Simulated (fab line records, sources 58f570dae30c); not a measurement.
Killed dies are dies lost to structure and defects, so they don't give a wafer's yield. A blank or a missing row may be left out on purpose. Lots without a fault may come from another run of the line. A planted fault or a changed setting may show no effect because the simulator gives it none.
Which tool did it? | flow berkeley_cmos170 | 13 lots, 39 wafers sampled, at 6 steps of a route of 331

WHAT THE GAUGES READ, wafer by wafer
UCB170_M1_CD_MEAS_90: target cd 700 nm.
lot  | measured     | on        | cd_nm (nm)
L430 | day 8 02:25  | cd_sem-02 | 703.1 698.8 700.8
L433 | day 8 10:41  | cd_sem-02 | 700.6 697.3 698.1
L432 | day 8 10:50  | cd_sem-02 | 703.0 697.5 701.1
L435 | day 9 03:08  | cd_sem-01 | 699.0 696.3 698.1
L434 | day 9 05:15  | cd_sem-01 | 700.8 698.6 700.1
L436 | day 9 06:13  | cd_sem-02 | 699.7 700.0 699.4
L439 | day 9 09:04  | cd_sem-01 | 696.8 701.8 701.3
L437 | day 9 11:07  | cd_sem-01 | 701.8 700.4 699.0
L441 | day 9 12:36  | cd_sem-01 | 700.8 701.2 701.2
L445 | day 10 11:36 | cd_sem-01 | 700.8 700.9 698.1
L449 | day 11 04:49 | cd_sem-02 | 700.6 700.8 699.2
L452 | day 11 12:45 | cd_sem-02 | 701.1 703.1 698.0
L451 | day 11 13:19 | cd_sem-01 | 700.0 696.8 701.9

UCB170_M2_RS_MEAS_02: measures by four-point-probe.
lot  | measured     | on            | M2_AL_RS (ohm/sq)
L430 | day 8 09:40  | film_metro-04 | 0.0322 0.0323 0.0322
L433 | day 8 16:22  | film_metro-04 | 0.0317 0.0318 0.0322
L432 | day 8 16:30  | film_metro-03 | 0.0316 0.0317 0.0316
L435 | day 9 11:40  | film_metro-04 | 0.0316 0.0317 0.0316
L434 | day 9 12:31  | film_metro-01 | 0.0320 0.0322 0.0316
L436 | day 9 12:38  | film_metro-03 | 0.0321 0.0321 0.0321
L439 | day 9 17:07  | film_metro-01 | 0.0327 0.0323 0.0326
L437 | day 9 17:32  | film_metro-03 | 0.0313 0.0319 0.0314
L441 | day 9 19:48  | film_metro-03 | 0.0316 0.0313 0.0313
L445 | day 10 15:58 | film_metro-03 | 0.0323 0.0316 0.0533 0.0324 0.0317 0.0534
L449 | day 11 11:36 | film_metro-04 | 0.0317 0.0314 0.0318
L452 | day 11 19:53 | film_metro-03 | 0.0312 0.0321 0.0320
L451 | day 11 20:46 | film_metro-01 | 0.0320 0.0320 0.0318

UCB170_M2_THK_MEAS_03: measures by xrf.
lot  | measured     | on            | M2_AL_THK (nm)
L430 | day 8 09:47  | film_metro-04 | 886 892 894
L433 | day 8 16:29  | film_metro-04 | 909 904 900
L432 | day 8 16:37  | film_metro-03 | 911 909 903
L435 | day 9 11:47  | film_metro-04 | 911 910 919
L434 | day 9 12:38  | film_metro-01 | 903 894 916
L436 | day 9 12:45  | film_metro-03 | 889 894 891
L439 | day 9 17:13  | film_metro-01 | 885 892 891
L437 | day 9 17:38  | film_metro-03 | 914 892 917
L441 | day 9 19:55  | film_metro-03 | 904 912 913
L445 | day 10 20:11 | film_metro-03 | 894 909 541 891 904 544
L449 | day 11 11:43 | film_metro-04 | 904 921 894
L452 | day 11 20:00 | film_metro-03 | 914 893 894
L451 | day 11 20:52 | film_metro-01 | 908 908 906

WHICH TOOL RAN EACH LOT (tool, then ch and the chambers of the sampled wafers, then the start)
lot  | UCB170_M1_SPUTTER_00         | UCB170_V1_CVD_00                | UCB170_M2_SPUTTER_01
L430 | pvd_sputter-02, day 8 00:06  | pecvd-02 ch 0,1,2, day 8 06:06  | pvd_sputter-04, day 8 09:34
L433 | pvd_sputter-01, day 8 08:15  | pecvd-03 ch 0,1, day 8 12:47    | pvd_sputter-03, day 8 16:16
L432 | pvd_sputter-02, day 8 08:58  | pecvd-01 ch 0,2, day 8 12:47    | pvd_sputter-04, day 8 16:23
L435 | pvd_sputter-02, day 9 01:26  | pecvd-03 ch 0,1,2, day 9 08:29  | pvd_sputter-04, day 9 11:35
L434 | pvd_sputter-01, day 9 03:23  | pecvd-02 ch 0,2, day 9 08:29    | pvd_sputter-03, day 9 12:26
L436 | pvd_sputter-03, day 9 04:13  | pecvd-01 ch 0,1,2, day 9 08:29  | pvd_sputter-01, day 9 12:33
L439 | pvd_sputter-01, day 9 06:26  | pecvd-03 ch 0,1, day 9 12:49    | pvd_sputter-01, day 9 16:59
L437 | pvd_sputter-03, day 9 08:58  | pecvd-01 ch 1,2, day 9 12:49    | pvd_sputter-03, day 9 17:26
L441 | pvd_sputter-01, day 9 10:03  | pecvd-02 ch 1,2, day 9 16:37    | pvd_sputter-03, day 9 19:43
L445 | pvd_sputter-01, day 10 09:21 | pecvd-01 ch 0,2, day 10 13:24   | pvd_sputter-03, day 10 15:52
L449 | pvd_sputter-02, day 11 02:59 | pecvd-02 ch 0,1, day 11 07:16   | pvd_sputter-04, day 11 11:30
L452 | pvd_sputter-03, day 11 10:53 | pecvd-03 ch 0,1,2, day 11 17:02 | pvd_sputter-04, day 11 19:47
L451 | pvd_sputter-02, day 11 11:23 | pecvd-01 ch 0,2, day 11 17:02   | pvd_sputter-01, day 11 20:39
- UCB170_M1_SPUTTER_00: material Al, target thk 600 nm, time 80 s.
- UCB170_V1_CVD_00: deposits SiO2 from TEOS/O2, target thk 2000 nm, time 250 s.
- UCB170_M2_SPUTTER_01: material Al, target thk 900 nm, time 120 s.

WHAT THE TOOLS THEMSELVES READ (means of the sampled wafers that have a number; where no wafer has one, the mark that the record gives instead)
UCB170_M1_SPUTTER_00.
lot  | tool           | throttle_valve_pct (%)
L430 | pvd_sputter-02 | 29.6
L433 | pvd_sputter-01 | 29.7
L432 | pvd_sputter-02 | 29.8
L435 | pvd_sputter-02 | 29.2
L434 | pvd_sputter-01 | 29.7
L436 | pvd_sputter-03 | 30.7
L439 | pvd_sputter-01 | 30.3
L437 | pvd_sputter-03 | 29.7
L441 | pvd_sputter-01 | 30.5
L445 | pvd_sputter-01 | 29.9
L449 | pvd_sputter-02 | 30.5
L452 | pvd_sputter-03 | 29.8
L451 | pvd_sputter-02 | 30.4

UCB170_V1_CVD_00.
lot  | tool     | heater_power_w (W) | pressure_mtorr (mTorr)
L430 | pecvd-02 | 282                | 9001
L433 | pecvd-03 | 270                | 9001
L432 | pecvd-01 | 239                | 9007
L435 | pecvd-03 | 228                | 8994
L434 | pecvd-02 | 267                | 8990
L436 | pecvd-01 | 265                | 8997
L439 | pecvd-03 | 287                | 8984
L437 | pecvd-01 | 310                | 8988
L441 | pecvd-02 | 305                | 9004
L445 | pecvd-01 | 250                | 8985
L449 | pecvd-02 | 281                | 9014
L452 | pecvd-03 | 205                | 9010
L451 | pecvd-01 | 271                | 9006

UCB170_M2_SPUTTER_01.
lot  | tool           | throttle_valve_pct (%)
L430 | pvd_sputter-04 | 30.1
L433 | pvd_sputter-03 | 30.5
L432 | pvd_sputter-04 | 29.2
L435 | pvd_sputter-04 | 29.7
L434 | pvd_sputter-03 | 29.7
L436 | pvd_sputter-01 | 30.5
L439 | pvd_sputter-01 | 29.8
L437 | pvd_sputter-03 | 29.6
L441 | pvd_sputter-03 | 29.7
L445 | pvd_sputter-03 | 29.5
L449 | pvd_sputter-04 | 29.6
L452 | pvd_sputter-04 | 29.8
L451 | pvd_sputter-01 | 30.3

THE ANSWER, worked out from the rows above alone
Rule: what is usual is taken from the lots themselves. Put in order of their means at a reading, lots are off if they are a third of the lots or fewer, leave a main group of 4 or more, and stand apart from it by a gap of 3 or more times the standard deviation of the main group's means; of several such gaps the widest counts. A main group whose means are all the same, to the digits that the tables above print for the reading, isn't used. A lot without any number at a reading at which 4 lots or more have one is off too. The other lots that the step has rows for count as sound. The gauges are gone through in route order, then the tools' own readings, and for those a lot's mean is taken as printed above. The first step at which some lot is off is used, and at that step the reading that is off furthest; a lot without a number counts as furthest.
Off: L445, at UCB170_M2_RS_MEAS_02 (M2_AL_RS). The main group: mean 0.0319 ohm/sq, standard deviation 0.00031.
A tool fits if, at a process step before that reading, it ran every lot that is off, and no sound lot after the first of them. The gauges at UCB170_M2_RS_MEAS_02 are tried like those tools. Can't be told from this: 2 tools fit, pvd_sputter-01 at UCB170_M1_SPUTTER_00, pvd_sputter-03 at UCB170_M2_SPUTTER_01.

WHAT THE SIMULATOR HAD PUT IN
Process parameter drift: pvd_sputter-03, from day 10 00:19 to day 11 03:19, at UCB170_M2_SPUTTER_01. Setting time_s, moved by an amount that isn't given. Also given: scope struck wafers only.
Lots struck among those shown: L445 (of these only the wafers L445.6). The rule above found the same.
